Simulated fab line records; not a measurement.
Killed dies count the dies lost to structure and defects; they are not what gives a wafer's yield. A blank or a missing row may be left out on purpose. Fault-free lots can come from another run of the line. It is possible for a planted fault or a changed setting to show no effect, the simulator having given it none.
Comparing a struck lot with a sound one ; flow rit-cmos ; 17 steps out of a route of 202
Sound: these wafers, L141.3, L141.4, L141.5. Struck: wafer L147.5. (L147.3, L147.6 of the same lot were not struck and are left out.) The cause comes at the end.
Each step with rows lists, per side, the tool, then ch with its chambers, then its first start. Under that, the readings that differ: sound wafers ; struck wafers ; difference of the means ; sigmas: that difference in standard deviations of wafers without a fault.
alike: readings with means less than 2 such deviations apart, plus words and numbers identical on both sides. not compared: withheld readings, readings lacking a value on some wafer, bounds such as >300 that could conceal the same value, and numbers that have no deviation in the record and whose values overlap.
The two part at a step that has a row with sigmas, a row that says differs or no value, or rows on one side only. Numbers that have no deviation but don't overlap get no sigmas and don't part them. A reading that every wafer of one side lacks parts them only if that side has two wafers or more.

first, 1 step without rows for these wafers: RIT_PSD_IMPLANT_08.
RIT_PSD_STRIP_09: strips in O2, time 180 s.
  sound on plasma-asher-02 ch 0,1, day 5 08:54; struck on plasma-asher-04 ch 1, day 6 14:23
  alike: drypump-motor-current-A
  not compared: rf-hours-counter-h
RIT_PSD_TW_MEAS_10:
  sound on film-metro-02 at day 5 09:02; struck on film-metro-02 at day 6 14:31
  alike: PSD_TW
then, 3 steps without rows for these wafers: RIT_SDANNEAL_CLEAN_00 (cleans in SC1, time 600 s); RIT_SDANNEAL_CLEAN_01 (cleans in dHF, time 30 s); RIT_SDANNEAL_CLEAN_02 (cleans in SC2, time 600 s).
RIT_SDANNEAL_RTA_03: time 5 s.
  sound on rtp-anneal-02 ch 0, day 5 09:28; struck on rtp-anneal-02 ch 0, day 6 14:58
  alike: ramp-down-c-per-s, wafer_temp_C_max
RIT_SDANNEAL_RS_MEAS_04: measures by four-point-probe.
  sound on film-metro-04 at day 5 09:33; struck on film-metro-03 at day 6 15:02
  alike: PSD_RS
RIT_SDANNEAL_RS_MEAS_05: measures by four-point-probe.
  sound on film-metro-04 at day 5 09:40; struck on film-metro-03 at day 6 15:09
  alike: NSD_RS
RIT_SDANNEAL_RS_MEAS_06: measures by four-point-probe.
  sound on film-metro-04 at day 5 09:47; struck on film-metro-03 at day 6 15:16
  alike: PLDD_RS
RIT_SDANNEAL_RS_MEAS_07: measures by four-point-probe.
  sound on film-metro-04 at day 5 09:55; struck on film-metro-03 at day 6 15:23
  alike: NLDD_RS
then, 1 step without rows for these wafers: RIT_SILICIDE_WET_ETCH_00 (etches SiO2 in BOE, target depth 14 nm, time 15 s).
RIT_SILICIDE_SPUTTER_01: material Ti, target thk 30 nm, time 240 s.
  sound on pvd-sputter-02 at day 5 10:00; struck on pvd-sputter-03 at day 6 15:29
reading;sound;struck;difference;sigmas
model.Ti_of_SILICIDE_SPUTTER_01.thk-nm (nm);30.19 30.72 30.07;22;-8;
  alike: throttle-valve-pct
RIT_SILICIDE_RS_MEAS_02: measures by four-point-probe.
  sound on film-metro-02 at day 5 10:11; struck on film-metro-03 at day 6 15:41
reading;sound;struck;difference;sigmas
SILICIDE_TI_RS (ohm/sq);47.6 46.6 47.8;70.8;+23.5;+25
RIT_SILICIDE_THK_MEAS_03: measures by xrf.
  sound on film-metro-02 at day 5 10:17; struck on film-metro-03 at day 6 15:47
reading;sound;struck;difference;sigmas
SILICIDE_TI_THK (nm);30.1 30.6 30.0;21.9;-8.3;-17
RIT_SILICIDE_RTA_04: time 10 s, ramp up 5 s, ramp down 5 s.
  sound on rtp-anneal-01 ch 0, day 5 10:21; struck on rtp-anneal-01 ch 0, day 6 15:50
  alike: wafer_temp_C_max
RIT_M1_PROBE_99:
  sound on prober-01 at day 5 17:02; struck on prober-02 at day 6 22:31
reading;sound;struck;difference;sigmas
model.etest.npoly-line.line-ohm-um;166.1 167.9 166.8;197.7;+30.8;
model.etest.ppoly-line.line-ohm-um;160.5 160.2 163.6;188.2;+26.8;
model.etest.contact-nplus.end-ohm-um;42.54 42.71 42.31;34.26;-8.26;
model.etest.contact-pplus.end-ohm-um;43.22 44.47 43.36;36.3;-7.4;
model.etest.ppoly-line.width-nm (nm);102.2 100.6 102.4;110.6;+8.9;
model.etest.npoly-line.width-nm (nm);102.4 99.69 101.5;109.9;+8.7;
model.etest.npoly-line.rs-ohm-sq;17 16.69 17.02;21.75;+4.85;
model.etest.ppoly-line.rs-ohm-sq;16.45 16.17 16.62;21.01;+4.60;
  alike: killed-at-front-end, killed-dies, killed-open, killed-short

== WHERE THEY PART ==
Earliest at RIT_SILICIDE_RS_MEAS_02; latest, in this record, at RIT_SILICIDE_THK_MEAS_03. Later steps at which nothing parts them and some readings are alike: RIT_SILICIDE_RTA_04, RIT_M1_PROBE_99.

WHY: what the simulator had put in
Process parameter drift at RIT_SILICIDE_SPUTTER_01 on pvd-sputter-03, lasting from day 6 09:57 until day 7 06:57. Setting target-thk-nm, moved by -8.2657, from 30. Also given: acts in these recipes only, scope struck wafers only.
